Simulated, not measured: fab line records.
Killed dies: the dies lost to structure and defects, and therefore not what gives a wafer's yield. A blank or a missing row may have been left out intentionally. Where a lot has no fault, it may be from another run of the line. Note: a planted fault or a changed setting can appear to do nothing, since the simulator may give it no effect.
Which of the tools did it? / flow ritCmos / Sampling: 13 lots, 39 wafers, 5 of 202 route steps

WHAT THE GAUGES READ, wafer by wafer
RIT_FOX2_THK_MEAS_01.
lot=L600; measured=day 2 00:11; on=filmMetro-03; FOX2_OXIDE_THK (nm)=356 349 353
lot=L601; measured=day 2 02:02; on=filmMetro-04; FOX2_OXIDE_THK (nm)=353 359 359
lot=L602; measured=day 2 05:14; on=filmMetro-03; FOX2_OXIDE_THK (nm)=359 364 364
lot=L603; measured=day 2 12:37; on=filmMetro-01; FOX2_OXIDE_THK (nm)=349 352 346
lot=L604; measured=day 2 15:52; on=filmMetro-01; FOX2_OXIDE_THK (nm)=349 352 353
lot=L605; measured=day 2 20:08; on=filmMetro-01; FOX2_OXIDE_THK (nm)=354 360 360
lot=L606; measured=day 3 02:41; on=filmMetro-03; FOX2_OXIDE_THK (nm)=350 350 353
lot=L610; measured=day 3 22:55; on=filmMetro-01; FOX2_OXIDE_THK (nm)=359 357 357
lot=L611; measured=day 4 04:06; on=filmMetro-03; FOX2_OXIDE_THK (nm)=345 346 343
lot=L618; measured=day 5 12:29; on=filmMetro-03; FOX2_OXIDE_THK (nm)=367 359 365
lot=L619; measured=day 5 17:58; on=filmMetro-03; FOX2_OXIDE_THK (nm)=363 364 361
lot=L621; measured=day 6 04:12; on=filmMetro-01; FOX2_OXIDE_THK (nm)=364 363 366
lot=L622; measured=day 6 08:43; on=filmMetro-03; FOX2_OXIDE_THK (nm)=359 367 364

RIT_CONTACT_THK_MEAS_01.
lot=L600; measured=day 3 07:43; on=filmMetro-03; CONTACT_TEOS_THK (nm)=404 398 404
lot=L601; measured=day 3 11:00; on=filmMetro-04; CONTACT_TEOS_THK (nm)=389 399 397
lot=L602; measured=day 3 14:38; on=filmMetro-02; CONTACT_TEOS_THK (nm)=395 403 401
lot=L603; measured=day 3 21:08; on=filmMetro-02; CONTACT_TEOS_THK (nm)=388 394 407
lot=L604; measured=day 3 23:02; on=filmMetro-03; CONTACT_TEOS_THK (nm)=395 400 400
lot=L605; measured=day 4 05:46; on=filmMetro-03; CONTACT_TEOS_THK (nm)=393 396 395
lot=L606; measured=day 4 11:04; on=filmMetro-02; CONTACT_TEOS_THK (nm)=386 385 399
lot=L610; measured=day 5 08:50; on=filmMetro-02; CONTACT_TEOS_THK (nm)=396 391 399
lot=L611; measured=day 5 12:25; on=filmMetro-03; CONTACT_TEOS_THK (nm)=393 530 399
lot=L618; measured=day 6 20:54; on=filmMetro-03; CONTACT_TEOS_THK (nm)=395 402 401
lot=L619; measured=day 7 02:03; on=filmMetro-04; CONTACT_TEOS_THK (nm)=395 404 403
lot=L621; measured=day 7 12:11; on=filmMetro-02; CONTACT_TEOS_THK (nm)=392 391 399
lot=L622; measured=day 7 17:32; on=filmMetro-04; CONTACT_TEOS_THK (nm)=397 395 391

TOOL THAT RAN EACH LOT (tool first, then ch and the chambers of the sampled wafers, then the start)
lot=L600; RIT_PRETRO_STRIP_09=plasmaAsher-02 ch 0,1, day 2 13:13; RIT_SILICIDE_RTA_04=rtpAnneal-01 ch 0, day 3 07:29; RIT_CONTACT_CVD_00=pecvd-03 ch 0,1,2, day 3 07:39
lot=L601; RIT_PRETRO_STRIP_09=plasmaAsher-03 ch 0,1, day 2 14:45; RIT_SILICIDE_RTA_04=rtpAnneal-02 ch 0, day 3 10:43; RIT_CONTACT_CVD_00=pecvd-02 ch 0,1,2, day 3 10:56
lot=L602; RIT_PRETRO_STRIP_09=plasmaAsher-03 ch 0,1, day 2 18:11; RIT_SILICIDE_RTA_04=rtpAnneal-01 ch 0, day 3 14:25; RIT_CONTACT_CVD_00=pecvd-04 ch 0,1,2, day 3 14:35
lot=L603; RIT_PRETRO_STRIP_09=plasmaAsher-03 ch 1, day 3 01:12; RIT_SILICIDE_RTA_04=rtpAnneal-02 ch 0, day 3 20:55; RIT_CONTACT_CVD_00=pecvd-03 ch 1,2, day 3 21:05
lot=L604; RIT_PRETRO_STRIP_09=plasmaAsher-04 ch 0,1, day 3 04:13; RIT_SILICIDE_RTA_04=rtpAnneal-01 ch 0, day 3 22:49; RIT_CONTACT_CVD_00=pecvd-02 ch 0,1,2, day 3 22:58
lot=L605; RIT_PRETRO_STRIP_09=plasmaAsher-02 ch 0,1, day 3 09:02; RIT_SILICIDE_RTA_04=rtpAnneal-02 ch 0, day 4 05:33; RIT_CONTACT_CVD_00=pecvd-04 ch 0,1, day 4 05:43
lot=L606; RIT_PRETRO_STRIP_09=plasmaAsher-02 ch 0,1, day 3 15:10; RIT_SILICIDE_RTA_04=rtpAnneal-01 ch 0, day 4 10:50; RIT_CONTACT_CVD_00=pecvd-03 ch 0,1,2, day 4 11:00
lot=L610; RIT_PRETRO_STRIP_09=plasmaAsher-04 ch 0,1, day 4 12:25; RIT_SILICIDE_RTA_04=rtpAnneal-01 ch 0, day 5 08:37; RIT_CONTACT_CVD_00=pecvd-02 ch 0,1,2, day 5 08:47
lot=L611; RIT_PRETRO_STRIP_09=plasmaAsher-02 ch 0,1, day 4 16:43; RIT_SILICIDE_RTA_04=rtpAnneal-02 ch 0, day 5 12:12; RIT_CONTACT_CVD_00=pecvd-04 ch 0,1, day 5 12:22
lot=L618; RIT_PRETRO_STRIP_09=plasmaAsher-04 ch 0,1, day 6 01:53; RIT_SILICIDE_RTA_04=rtpAnneal-01 ch 0, day 6 20:37; RIT_CONTACT_CVD_00=pecvd-03 ch 0,1,2, day 6 20:51
lot=L619; RIT_PRETRO_STRIP_09=plasmaAsher-04 ch 0,1, day 6 07:06; RIT_SILICIDE_RTA_04=rtpAnneal-02 ch 0, day 7 01:44; RIT_CONTACT_CVD_00=pecvd-02 ch 1,2, day 7 01:58
lot=L621; RIT_PRETRO_STRIP_09=plasmaAsher-04 ch 0,1, day 6 17:20; RIT_SILICIDE_RTA_04=rtpAnneal-02 ch 0, day 7 11:58; RIT_CONTACT_CVD_00=pecvd-03 ch 0,1,2, day 7 12:08
lot=L622; RIT_PRETRO_STRIP_09=plasmaAsher-04 ch 0,1, day 6 22:00; RIT_SILICIDE_RTA_04=rtpAnneal-01 ch 0, day 7 17:15; RIT_CONTACT_CVD_00=pecvd-02 ch 0,1, day 7 17:29
- RIT_PRETRO_STRIP_09: strips in O2, time 180 s.
- RIT_SILICIDE_RTA_04: time 10 s, ramp up 5 s, ramp down 5 s.
- RIT_CONTACT_CVD_00: deposits SiO2 from TEOS, target thk 400 nm, time 61 s.

AS READ BY THE TOOLS THEMSELVES (means over the sampled wafers that have a number; for cases with no such wafer, the mark the record gives instead)
RIT_PRETRO_STRIP_09.
lot=L600; tool=plasmaAsher-02; drypumpMotorCurrentA (A)=6.0
lot=L601; tool=plasmaAsher-03; drypumpMotorCurrentA (A)=5.8
lot=L602; tool=plasmaAsher-03; drypumpMotorCurrentA (A)=5.7
lot=L603; tool=plasmaAsher-03; drypumpMotorCurrentA (A)=5.7
lot=L604; tool=plasmaAsher-04; drypumpMotorCurrentA (A)=5.4
lot=L605; tool=plasmaAsher-02; drypumpMotorCurrentA (A)=6.0
lot=L606; tool=plasmaAsher-02; drypumpMotorCurrentA (A)=6.0
lot=L610; tool=plasmaAsher-04; drypumpMotorCurrentA (A)=5.4
lot=L611; tool=plasmaAsher-02; drypumpMotorCurrentA (A)=5.8
lot=L618; tool=plasmaAsher-04; drypumpMotorCurrentA (A)=5.4
lot=L619; tool=plasmaAsher-04; drypumpMotorCurrentA (A)=5.7
lot=L621; tool=plasmaAsher-04; drypumpMotorCurrentA (A)=5.7
lot=L622; tool=plasmaAsher-04; drypumpMotorCurrentA (A)=5.7

RIT_SILICIDE_RTA_04.
lot=L600 tool=rtpAnneal-01 wafer_temp_C_max=653.6
lot=L601 tool=rtpAnneal-02 wafer_temp_C_max=654.8
lot=L602 tool=rtpAnneal-01 wafer_temp_C_max=653.8
lot=L603 tool=rtpAnneal-02 wafer_temp_C_max=654.1
lot=L604 tool=rtpAnneal-01 wafer_temp_C_max=653.3
lot=L605 tool=rtpAnneal-02 wafer_temp_C_max=654.8
lot=L606 tool=rtpAnneal-01 wafer_temp_C_max=653.7
lot=L610 tool=rtpAnneal-01 wafer_temp_C_max=653.2
lot=L611 tool=rtpAnneal-02 wafer_temp_C_max=654.7
lot=L618 tool=rtpAnneal-01 wafer_temp_C_max=654.6
lot=L619 tool=rtpAnneal-02 wafer_temp_C_max=654.7
lot=L621 tool=rtpAnneal-02 wafer_temp_C_max=654.9
lot=L622 tool=rtpAnneal-01 wafer_temp_C_max=653.6

RIT_CONTACT_CVD_00.
lot=L600; tool=pecvd-03; heaterPowerW (W)=332
lot=L601; tool=pecvd-02; heaterPowerW (W)=334
lot=L602; tool=pecvd-04; heaterPowerW (W)=314
lot=L603; tool=pecvd-03; heaterPowerW (W)=261
lot=L604; tool=pecvd-02; heaterPowerW (W)=328
lot=L605; tool=pecvd-04; heaterPowerW (W)=298
lot=L606; tool=pecvd-03; heaterPowerW (W)=314
lot=L610; tool=pecvd-02; heaterPowerW (W)=333
lot=L611; tool=pecvd-04; heaterPowerW (W)=353
lot=L618; tool=pecvd-03; heaterPowerW (W)=316
lot=L619; tool=pecvd-02; heaterPowerW (W)=279
lot=L621; tool=pecvd-03; heaterPowerW (W)=288
lot=L622; tool=pecvd-02; heaterPowerW (W)=324

THE ANSWER, worked out from the rows above alone
Rule: what is usual is taken from the lots themselves. Put in order of their means at a reading, lots are off if they are a third of the lots or fewer, leave a main group of 4 or more, and stand apart from it by a gap of 3 or more times the standard deviation of the main group's means; of several such gaps the widest counts. Not used: any main group whose means are identical at the precision the tables above print for the reading. Also off: a lot with no number at a reading for which 4 or more lots have one. The other lots that the step has rows for count as sound. After the gauges, taken in route order, come the tools' own readings; for these a lot's mean is taken, as printed above. At the first step where some lot is off, the reading lying furthest off is the one used; lots without a number count as furthest.
Off: at RIT_CONTACT_THK_MEAS_01 (CONTACT_TEOS_THK), L611. Mean 397 nm and standard deviation 3.3 in the main group.
A tool fits if, at a process step before that reading, it ran every lot that is off, and no sound lot after the first of them. Those tools and the gauges at RIT_CONTACT_THK_MEAS_01 are tried in the same way. Undecided on this evidence; 2 tools fit (plasmaAsher-02 at RIT_PRETRO_STRIP_09, pecvd-04 at RIT_CONTACT_CVD_00).

WHAT THE SIMULATOR HAD INSERTED
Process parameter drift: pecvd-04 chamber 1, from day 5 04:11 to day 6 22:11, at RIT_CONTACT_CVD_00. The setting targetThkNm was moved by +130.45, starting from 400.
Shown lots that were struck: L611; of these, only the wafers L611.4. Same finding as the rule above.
